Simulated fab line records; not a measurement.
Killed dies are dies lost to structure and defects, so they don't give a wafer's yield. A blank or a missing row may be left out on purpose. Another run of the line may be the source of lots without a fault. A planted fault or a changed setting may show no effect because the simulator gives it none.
Problem report, 8D (eight disciplines) form, completed by code ; flow rit_cmos ; the parts of the form that need people (team, actions taken, sign-off) are left out

== 1. PROBLEM STATEMENT ==
Wafers without a fault read 268.2 s, standard deviation 0.4; run_length_s at RIT_SPACER_ETCHBACK_05 reads a mean of 364.0 s on 6 wafers belonging to 2 lots. So: +99 or more standard deviations from the usual mean.
The step: etches Si3N4 in SF6/CHF3, stops on SiO2, target depth 250 nm, time 240 s.
First seen on wafer L719.1, day 5 20:34, on rie_diel-02. The record holds 42 wafers of 14 lots with a number at this step. The rule behind "out" and "out of limits": a value lying over 4 standard deviations away from the usual mean. All remaining wafers that have a number are taken as sound.

== 2. WHAT IT IS AND WHAT IT IS NOT ==
question;is;is not
which readings at this step;run_length_s, oes_product_au;drypump_motor_current_A, rf_fwd_power_W, throttle_valve_pct
which lots;L719, L722;L706, L708, L709, L710, L711, L712, L714, L716, L717, L718, L726, L728
which wafers of those lots;all that have a number;-
read on which tools;rie_diel-02;rie_diel-03, rie_diel-04
when;from day 5 20:34;"up to then (30 sound wafers); but 6 sound wafers of L726, L728 came after"

== 3. WHAT RULES OUT EACH SUSPECT ==
Counting: any tool at a process step up to the reading is kept as a suspect provided that every lot that is out went through it and no sound lot did after the first of them.
- rie_diel-02 at RIT_SPACER_ETCHBACK_05 (etches Si3N4 in SF6/CHF3, stops on SiO2, target depth 250 nm, time 240 s): kept. All lots that are out passed through it, beginning with L719 at day 5 20:34, and no sound lot followed; its final sound lot before that point was L718 at day 5 11:28. Its own readings are out on those wafers: oes_product_au, run_length_s.
The count leaves rie_diel-02 at RIT_SPACER_ETCHBACK_05.

== 4. THE CAUSE (what the simulator had put in) ==
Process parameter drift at RIT_SPACER_ETCHBACK_05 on rie_diel-02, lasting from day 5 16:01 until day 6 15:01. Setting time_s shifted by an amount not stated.
This tool alone remained once counting was done.

== 5. THE EFFECT CHAIN, in route order ==
Rows list readings where the struck wafers' mean (over those with a number) sits beyond 3 standard deviations from the usual. Only readings whose record carries a usual standard deviation are examined. hours: median over the lots of the time between each lot's start at the first step of this table that gives one and its start at this step. sigmas: the change, counted in usual standard deviations.
hours;step;reading;usual;on struck wafers;change;sigmas
0;RIT_SPACER_ETCHBACK_05;oes_product_au;0.843 a.u.;0.667;-0.175;-13
0;RIT_SPACER_ETCHBACK_05;run_length_s;268.2 s;364.0;+95.8;+99 or more
It contains these process steps:
- RIT_SPACER_ETCHBACK_05: etches Si3N4 in SF6/CHF3, stops on SiO2, target depth 250 nm, time 240 s.

== 6. WHAT WOULD HAVE CAUGHT IT SOONER ==
First out-of-limits reading in this record: day 5 20:34, which is 5 hours after fault onset at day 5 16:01.
